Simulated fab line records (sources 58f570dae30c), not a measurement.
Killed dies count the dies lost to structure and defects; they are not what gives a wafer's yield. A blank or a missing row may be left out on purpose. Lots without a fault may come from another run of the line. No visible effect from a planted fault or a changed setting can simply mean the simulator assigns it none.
Struck lot and sound lot, side by side :: flow berkeleyCmos170 :: 15 out of 331 route steps
Sound: these wafers, L173.1, L173.2, L173.6. Wafers L174.1, L174.2, L174.3 were the ones struck. The cause is given at the end.
Each step with rows lists, per side, the tool, then ch with its chambers, then its first start. Under that, the readings that differ: sound wafers :: struck wafers :: difference of the means :: sigmas: that difference in standard deviations of wafers without a fault.
alike: readings with means less than 2 such deviations apart, plus words and numbers identical on both sides. not compared: withheld readings, readings lacking a value on some wafer, bounds such as >300 that could conceal the same value, and numbers that have no deviation in the record and whose values overlap.
Wherever a step has rows on one side only, a row that says differs or no value, or a row with sigmas, the two part there. Non-overlapping numbers with no deviation appear without sigmas and do not part them. A reading missing from all wafers of one side parts the sides only when that side holds two or more wafers.

UCB170_SDANNEAL_RTA_00: time 10 s.
  sound on rtpAnneal-01 ch 0, day 7 15:59; struck on rtpAnneal-02 ch 0, day 8 11:29
  alike: lampPowerPct, wafer_temp_C_max
UCB170_SDANNEAL_RTA_01: time 5 s.
  sound on rtpAnneal-01 ch 0, day 7 16:02; struck on rtpAnneal-02 ch 0, day 8 11:34
reading: lampPowerPct (%)
sound: 40 40 40
struck: 31 31 31
difference: -9
sigmas: -2
  alike: wafer_temp_C_max
UCB170_SDANNEAL_RS_MEAS_02: uses a four-point probe to measure.
  sound on filmMetro-04, day 7 16:06; struck on filmMetro-01, day 8 11:37
  alike: PSD_RS
UCB170_SDANNEAL_RS_MEAS_03: uses a four-point probe to measure.
  sound on filmMetro-04, day 7 16:13; struck on filmMetro-01, day 8 11:44
  alike: NSD_RS
UCB170_SDANNEAL_RS_MEAS_04: uses a four-point probe to measure.
  sound on filmMetro-04, day 7 16:20; struck on filmMetro-01, day 8 11:51
  alike: PLDD_RS
UCB170_SDANNEAL_RS_MEAS_05: uses a four-point probe to measure.
  sound on filmMetro-04, day 7 16:28; struck on filmMetro-01, day 8 11:58
  alike: NLDD_RS
then, 1 step without rows for these wafers: UCB170_SILICIDE_PRE_CLEAN_00 (preclean etch time 60 s).
UCB170_SILICIDE_SPUTTER_01: material Ti, target thk 30 nm, time 25 s.
  sound on pvdSputter-04, day 7 16:39; struck on pvdSputter-04, day 8 12:10
  alike: throttleValvePct
UCB170_SILICIDE_RS_MEAS_02: uses a four-point probe to measure.
  sound on filmMetro-04, day 7 16:41; struck on filmMetro-01, day 8 12:11
  alike: SILICIDE_TI_RS
UCB170_SILICIDE_THK_MEAS_03: measures by xrf.
  sound on filmMetro-04, day 7 16:48; struck on filmMetro-01, day 8 12:19
  alike: SILICIDE_TI_THK
UCB170_SILICIDE_RTA_04: time 15 s.
  sound on rtpAnneal-01 ch 0, day 7 16:52; struck on rtpAnneal-02 ch 0, day 8 12:22
  alike: lampPowerPct, wafer_temp_C_max
then, 1 step without rows for these wafers: UCB170_SILICIDE_WET_ETCH_05 (etches Ti in SPM, time 45 s).
UCB170_CONTACT_CLEAN_00: cleans in SPM, time 600 s.
  sound on wetBench-01 ch 0, day 7 16:57; struck on wetBench-02 ch 1, day 8 12:28
  no value came back on the struck wafers for bathGuardTempC (C), bathHeatDutyPct (%); on the sound wafers bathGuardTempC (C) reads 119.5 118.9 119.2
then, 1 step without rows for these wafers: UCB170_CONTACT_CVD_01 (deposits PSG from SiH4/O2/PH3, target thk 700 nm, time 2820 s).
UCB170_M3_PROBE_99:
  the record holds rows for the sound wafers here (prober-02, day 8 17:19) but none for the struck ones

## WHERE THEY PART
At UCB170_SDANNEAL_RTA_01 first; at UCB170_M3_PROBE_99 last (within this record only).

WHY: the cause the simulator had injected
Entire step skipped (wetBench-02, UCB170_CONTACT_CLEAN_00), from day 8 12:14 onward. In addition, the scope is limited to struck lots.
